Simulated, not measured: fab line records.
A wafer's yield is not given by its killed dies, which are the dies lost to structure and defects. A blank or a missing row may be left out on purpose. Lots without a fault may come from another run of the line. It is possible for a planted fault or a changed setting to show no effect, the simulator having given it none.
Problem report in the 8D (eight disciplines) form, filled by code ; flow rit-cmos ; the parts of the form that need people (team, actions taken, sign-off) are left out

1. WHAT WENT WRONG
spin-speed-rpm at RIT_GATE_COAT_11 reads a mean of 4041.5 rpm on 6 wafers of 2 lots; wafers without a fault read 4249.8 rpm with a standard deviation of 2.2. Measured from the usual mean, that is -95 standard deviations.
The step: resist thk 850 nm.
First observed at day 3 19:37: wafer L681.1, on litho-track-03. Wafers with a number at this step in the record: 18, from 6 lots. Rule for "out", or "out of limits": more than 4 standard deviations from the usual mean. The other wafers with a number count as sound.

2. WHAT IT IS; WHAT IT IS NOT
question;is;is not
which readings at this step;spin-speed-rpm;dispense-pressure-kPa
which lots;L681, L687;L676, L677, L689, L696
which wafers of those lots;all that have a number;-
read on which tools;litho-track-03;litho-track-04
when;from day 3 19:37;"up to then (6 sound wafers); but 6 sound wafers of L689, L696 came after"

3. THE SUSPECTS, EACH WITH WHAT RULES IT OUT
Counting: any tool at a process step up to the reading is kept as a suspect provided that every lot that is out went through it and no sound lot did after the first of them.
- litho-track-03 at RIT_GATE_COAT_11 (resist thk 850 nm): kept. It processed each lot that is out, first L681 at day 3 19:37, and no sound lot thereafter; up to then, the last sound lot it processed was L676 at day 2 18:35. Its own readings are out on those wafers: spin-speed-rpm.
Left after counting: litho-track-03 at RIT_GATE_COAT_11.

4. THE CAUSE (what the simulator had put in)
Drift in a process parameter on litho-track-03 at RIT_GATE_COAT_11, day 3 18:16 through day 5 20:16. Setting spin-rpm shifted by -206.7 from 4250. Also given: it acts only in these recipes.
This tool alone remained once counting was done.

5. THE CHAIN OF EFFECTS, in route order
One row per reading whose mean, taken over the struck wafers that have a number, lies over 3 standard deviations from the usual. Scope: only readings with a usual standard deviation given in the record; hours: median across lots of the time from each lot's start at the first step in this table that gives one to its start at this step; sigmas: change in usual standard deviations.
hours;step;reading;usual;on struck wafers;change;sigmas
0;RIT_GATE_COAT_11;spin-speed-rpm;4249.8 rpm;4041.5;-208.3;-95
Process steps it contains:
- RIT_GATE_COAT_11: resist thk 850 nm.
Later steps that measure or inspect, where all struck wafers having a row at the step show a number for every such reading and not one has moved that far: RIT_GATE_CD_MEAS_16, RIT_GATE_OVL_MEAS_17.

6. HOW IT WOULD HAVE BEEN CAUGHT EARLIER
In this record the first reading out of limits was taken at day 3 19:37, 1 hour after the fault began at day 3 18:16.
